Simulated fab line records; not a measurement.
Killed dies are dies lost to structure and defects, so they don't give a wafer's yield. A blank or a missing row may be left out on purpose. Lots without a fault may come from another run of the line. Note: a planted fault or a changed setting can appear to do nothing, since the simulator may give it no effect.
The tool behind it: which one?	flow berkeley-cmos170	Sampling: 7 lots, 21 wafers, 3 of 331 route steps

== WHAT THE GAUGES READ, wafer by wafer ==
UCB170_CONTACT_THK_MEAS_02.
lot	measured	on	CONTACT_PSG_THK (nm)
L529	day 7 10:30	film-metro-03	702 699 699
L535	day 8 03:43	film-metro-01	1416 1420 1416
L532	day 8 03:05	film-metro-02	700 706 704
L538	day 8 17:47	film-metro-02	1413 1412 1406
L544	day 10 01:47	film-metro-03	706 708 702
L547	day 11 00:01	film-metro-03	713 708 710
L551	day 11 16:10	film-metro-01	701 695 700

== WHICH TOOL RAN EACH LOT (tool, then ch and the chambers of the sampled wafers, then the start) ==
lot	UCB170_SILICIDE_SPUTTER_01	UCB170_CONTACT_CVD_01
L529	pvd-sputter-04, day 7 07:19	lpcvd-02 ch 0, day 7 07:49
L535	pvd-sputter-01, day 7 22:52	lpcvd-01 ch 0, day 7 23:31 and lpcvd-02 ch 0, day 8 01:56
L532	pvd-sputter-03, day 7 23:48	lpcvd-01 ch 1, day 8 01:17
L538	pvd-sputter-01, day 8 10:24	lpcvd-01 ch 1, day 8 11:17 and lpcvd-02 ch 1, day 8 15:07
L544	pvd-sputter-01, day 9 21:01	lpcvd-01 ch 0, day 10 00:01
L547	pvd-sputter-04, day 10 20:50	lpcvd-02 ch 1, day 10 21:20
L551	pvd-sputter-01, day 11 12:52	lpcvd-02 ch 0, day 11 13:28
- UCB170_SILICIDE_SPUTTER_01: material Ti, target thk 30 nm, time 25 s.
- UCB170_CONTACT_CVD_01: deposits PSG from SiH4/O2/PH3, target thk 700 nm, time 2820 s.

== THE ANSWER, worked out from the rows above alone ==
Rule: the usual values come from the lots themselves. The widest of any qualifying gaps counts: lots, ordered by their means at a reading, are off when they make up no more than a third of the lots, leave a main group of 4 or more, and stand apart from it by 3 or more times the standard deviation of that group's means. Not used: any main group whose means are identical at the precision the tables above print for the reading. Also off: a lot with no number at a reading for which 4 or more lots have one. All remaining lots with rows at the step are treated as sound.
Off: L535, L538, seen at UCB170_CONTACT_THK_MEAS_02 (CONTACT_PSG_THK). The main group: mean 704 nm, standard deviation 4.1.
If a tool, at a process step before that reading, ran all the lots that are off and no sound lot after the first of them, it fits. Those tools and the gauges at UCB170_CONTACT_THK_MEAS_02 are tried in the same way. Not one of the candidates tried fits.

== WHAT THE SIMULATOR HAD PUT IN ==
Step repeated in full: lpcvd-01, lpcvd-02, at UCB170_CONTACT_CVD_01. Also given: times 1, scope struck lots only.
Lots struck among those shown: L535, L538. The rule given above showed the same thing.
